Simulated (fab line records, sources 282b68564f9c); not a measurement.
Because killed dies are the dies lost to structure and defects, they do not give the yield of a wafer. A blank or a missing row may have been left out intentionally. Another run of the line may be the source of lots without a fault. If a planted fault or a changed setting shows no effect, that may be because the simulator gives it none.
Split-lot experiment -- flow rit_cmos -- route with 202 steps; 5 lots, 23 wafers read

== SPLIT DETAILS ==
At RIT_CONTACT_COAT_03 (resist thk 1000 nm), the setting resist_thk_nm was moved away from the recipe's 1000 nm on 8 of the 23 wafers read, by -5.3% to +4.3%. This setting was run at the recipe's value on the other wafers.

The split's own step is where the reading is taken.

== THE READING ==
NOVOLAK_of_CONTACT_COAT_03.thk_nm (the simulator's own value, which no gauge read), in nm, at RIT_CONTACT_COAT_03 (resist thk 1000 nm). No usual value for it is given in the file. The 15 wafers here that ran the recipe average 997.9 nm, standard deviation 2.5 nm.

wafer,"tool, chamber at the split","resist_thk_nm as run, nm",against the recipe,"NOVOLAK_of_CONTACT_COAT_03.thk_nm, nm",against lot-mates on the recipe
L074.3,"litho_track-01, 0",1000,recipe,1000,-
L074.4,"litho_track-01, 0",1000,recipe,999.7,-
L074.6,"litho_track-01, 0",1000,recipe,999.8,-
L075.1,"litho_track-04, 0",1000,recipe,994.5,-
L075.3,"litho_track-04, 0",1000,recipe,996.6,-
L075.4,"litho_track-04, 0",1000,recipe,997.5,-
L075.5,"litho_track-04, 0",1000,recipe,997.2,-
L075.6,"litho_track-04, 0",1000,recipe,996.2,-
L077.1,"litho_track-01, 0",1043,+4.3%,1037,+42.0
L077.2,"litho_track-01, 0",1043,+4.3%,1037,+42.0
L077.3,"litho_track-01, 0",1000,recipe,995.6,-
L077.4,"litho_track-01, 0",1043,+4.3%,1038,+43.0
L077.6,"litho_track-01, 0",1000,recipe,994.4,-
L082.1,"litho_track-04, 0",1000,recipe,1003,-
L082.2,"litho_track-04, 0",1000,recipe,1001,-
L082.3,"litho_track-04, 0",946.9,-5.3%,948.2,-53.8
L082.5,"litho_track-04, 0",946.9,-5.3%,948.1,-53.9
L082.6,"litho_track-04, 0",946.9,-5.3%,945.2,-56.8
L085.1,"litho_track-03, 0",1000,recipe,995.8,-
L085.2,"litho_track-03, 0",1034,+3.4%,1034,+36.3
L085.3,"litho_track-03, 0",1000,recipe,1000,-
L085.4,"litho_track-03, 0",1000,recipe,997.2,-
L085.5,"litho_track-03, 0",1034,+3.4%,1033,+35.3

FIT RESULTS
A straight line over all 23 wafers: NOVOLAK_of_CONTACT_COAT_03.thk_nm changes by +9.55 nm for each +1% of resist_thk_nm; r = +1.00; the points scatter about the line by 2.4 nm.
The same after taking each lot's own level away (the mean of its wafers on the recipe; 23 wafers): +10.2 nm for each +1%; r = +1.00; scatter 1.3 nm.
According to that fit, moving resist_thk_nm by its largest amount changes the reading by 54 nm.
The lots' own levels span 995.00 to 1002.00 nm, that is 2.8 times the standard deviation above.
So the lot-to-lot level changes the slope little: the two slopes agree.
Check: for one of the wafers moved furthest among these (-5.3%), held out of the fit, the line's prediction against its lot-mates is -54.5 nm. Against them it came out at -53.8 nm.

== ADDITIONAL SPLITS CARRIED BY THESE WAFERS ==
These wafers also went through other splits before the reading. Each is held against what the fit with the lots' levels taken away leaves over:
other split on the same wafers,wafers away from the commonest value,r with NOVOLAK_of_CONTACT_COAT_03.thk_nm (lot level and that fit taken away)
RIT_NSD_IMPLANT_08 energy_kev,7,-0.09

== THE FILE'S OWN FIT ==
NOVOLAK_of_CONTACT_COAT_03.thk_nm changes by +10.2 nm for each +1% of resist_thk_nm, r = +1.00.
